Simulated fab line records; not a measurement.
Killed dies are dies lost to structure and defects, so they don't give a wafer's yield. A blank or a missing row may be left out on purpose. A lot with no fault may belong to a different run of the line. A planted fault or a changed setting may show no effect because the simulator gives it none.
8D (eight disciplines) problem report, filled in by code | flow rit cmos | the parts of the form that need people (team, actions taken, sign-off) are left out

== 1. THE PROBLEM ==
Mean PRETRO_OVL at RIT_PRETRO_OVL_MEAS_06: 130.4 nm over 12 wafers in 4 lots; fault-free wafers: 0.2 nm, standard deviation 1.4. Measured from the usual mean, that is +93 standard deviations.
First observed at day 4 10:12: wafer L169.1, on overlay-02. At this step, 48 wafers from 16 lots have a number in the record. By rule, "out" or "out of limits" means more than 4 standard deviations away from the usual mean. The rest of the wafers with a number are treated as sound.

== 2. WHAT IT IS; WHAT IT IS NOT ==
question                    | is                     | is not
which readings at this step | PRETRO_OVL             | -
which lots                  | L169, L170, L173, L175 | L159, L160, L161, L162, L164, L165, L167, L168, L177, L179, L180, L182
which wafers of those lots  | all that have a number | -
read on which gauges        | overlay-02             | overlay-01
when                        | from day 4 10:12       | up to then (24 sound wafers); but 12 sound wafers of L177, L179, L180, L182 came after

== 3. WHAT RULES OUT EACH SUSPECT ==
Counting: a tool at a process step up to the reading stays a suspect if it ran every lot that is out and no sound lot after the first of them.
- the gauge at RIT_PRETRO_OVL_MEAS_06: kept. All the wafers that are out were read on overlay-02, and no step on other tools shows them out.
- iline stepper-02 at RIT_PRETRO_EXPOSE_03 (exposes mask M5, target cd 43700 nm): kept. All lots that are out passed through it, beginning with L169 at day 4 09:46, and no sound lot followed; its final sound lot before that point was L167 at day 4 02:31.
What counting leaves: iline stepper-02 at RIT_PRETRO_EXPOSE_03 and overlay-02 at RIT_PRETRO_OVL_MEAS_06.

== 4. THE CAUSE (what the simulator had put in) ==
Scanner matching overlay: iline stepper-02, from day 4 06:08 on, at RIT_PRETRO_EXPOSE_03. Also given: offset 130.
Of the 2 suspects that counting leaves, this tool is one.

== 5. SEQUENCE OF EFFECTS, ordered by route ==
Each row: a reading whose mean over the struck wafers that have a number lies more than 3 standard deviations from the usual. Readings are gone through only where the record gives a usual standard deviation; hours: the median, over the lots, of the time from a lot's start at the first step in this table giving one to that lot's start at this step; sigmas: the change measured in usual standard deviations.
hours | step                   | reading    | usual  | on struck wafers | change | sigmas
0     | RIT_PRETRO_OVL_MEAS_06 | PRETRO_OVL | 0.2 nm | 130.4            | +130.2 | +93
Later measuring or inspecting steps at which every struck wafer that the step has a row for has a number for every such reading, and none has moved that far: RIT_REOX_THK_MEAS_04, RIT_PLDD_OVL_MEAS_06, RIT_PLDD_TW_MEAS_10.

== 6. WHAT WOULD HAVE CAUGHT IT SOONER ==
The first out-of-limits reading at a measuring or inspecting step in this record came at day 4 10:12, 4 hours after the fault's start at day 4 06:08.
No tool reading at RIT_PRETRO_EXPOSE_03 that has a usual standard deviation in the record was out on any struck wafer, so an alarm limit of 4 standard deviations on those readings would not have fired.
L170, L173, L175, from the lots that are out (4), started RIT_PRETRO_EXPOSE_03 on iline stepper-02 later than day 4 10:12. A hold on the tool at that time would have spared those 3.
